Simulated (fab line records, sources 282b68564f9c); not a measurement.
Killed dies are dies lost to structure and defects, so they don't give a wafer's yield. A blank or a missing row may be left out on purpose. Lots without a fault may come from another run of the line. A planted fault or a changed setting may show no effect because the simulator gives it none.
Split-lot experiment | flow rit_cmos | 5 lots, 23 wafers read, on a route of 202 steps

THE SPLIT
At RIT_PRETRO_SOFTBAKE_02 (time 60 s), the setting temp_c was moved away from the recipe's 90 C on 11 of the 23 wafers read, by -3.9% to +4.0%. The other wafers ran this setting at the recipe's value.

FROM THE SPLIT TO THE READING: what the file shows between them, 2 steps
- RIT_PRETRO_EXPOSE_03: exposes mask M5, target cd 43700 nm
- RIT_PRETRO_PEB_04

THE READING
NOVOLAK_of_PRETRO_COAT_01.thk_nm (the simulator's own value, which no gauge read), in nm, at RIT_PRETRO_DEVELOP_05 (develop time 68 s). The file gives no usual value for it. The 12 wafers here that ran the recipe average 1297 nm, standard deviation 4.4 nm.

wafer  | tool, chamber at the split | temp_c as run, C | against the recipe | NOVOLAK_of_PRETRO_COAT_01.thk_nm, nm | against lot-mates on the recipe
L075.1 | litho_track-01, 0          | 90               | recipe             | 1299                                 | -
L075.3 | litho_track-01, 0          | 90               | recipe             | 1296                                 | -
L075.5 | litho_track-01, 0          | 90               | recipe             | 1301                                 | -
L076.2 | litho_track-03, 0          | 90               | recipe             | 1302                                 | -
L076.3 | litho_track-03, 0          | 90               | recipe             | 1297                                 | -
L076.4 | litho_track-03, 0          | 93.57            | +4.0%              | 1289                                 | -10
L076.5 | litho_track-03, 0          | 93.57            | +4.0%              | 1290                                 | -10
L076.6 | litho_track-03, 0          | 93.57            | +4.0%              | 1291                                 | -8
L079.1 | litho_track-02, 0          | 93.28            | +3.6%              | 1281                                 | -12
L079.2 | litho_track-02, 0          | 93.28            | +3.6%              | 1278                                 | -15
L079.4 | litho_track-02, 0          | 90               | recipe             | 1292                                 | -
L079.5 | litho_track-02, 0          | 90               | recipe             | 1296                                 | -
L079.6 | litho_track-02, 0          | 90               | recipe             | 1290                                 | -
L083.1 | litho_track-02, 0          | 90               | recipe             | 1294                                 | -
L083.2 | litho_track-02, 0          | 86.45            | -3.9%              | 1309                                 | +17
L083.3 | litho_track-02, 0          | 86.45            | -3.9%              | 1303                                 | +11
L083.4 | litho_track-02, 0          | 86.45            | -3.9%              | 1306                                 | +14
L083.5 | litho_track-02, 0          | 90               | recipe             | 1290                                 | -
L085.1 | litho_track-03, 0          | 88.37            | -1.8%              | 1306                                 | +4
L085.2 | litho_track-03, 0          | 88.37            | -1.8%              | 1309                                 | +7
L085.4 | litho_track-03, 0          | 90               | recipe             | 1301                                 | -
L085.5 | litho_track-03, 0          | 90               | recipe             | 1303                                 | -
L085.6 | litho_track-03, 0          | 88.37            | -1.8%              | 1307                                 | +5

THE FIT
A straight line over all 23 wafers: NOVOLAK_of_PRETRO_COAT_01.thk_nm changes by -2.87 nm for each +1% of temp_c; r = -0.82; the points scatter about the line by 4.9 nm.
The same after taking each lot's own level away (the mean of its wafers on the recipe; 23 wafers): -3.1 nm for each +1%; r = -0.96; scatter 2.4 nm.
On that fit, the largest move of temp_c shifts the reading by 12 nm.
The lots' own levels span 1292.0 to 1302.0 nm, that is 2.3 times the standard deviation above.
So the lot-to-lot level changes the slope little: the two slopes agree.
Check: with one of the wafers moved furthest among these (+4.0%) left out of the fit, the line predicts -12.2 nm for it against its lot-mates. It came out at -10.5 nm against them.

THE FILE'S OWN FIT
NOVOLAK_of_PRETRO_COAT_01.thk_nm changes by -3.12 nm for each +1% of temp_c, r = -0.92.
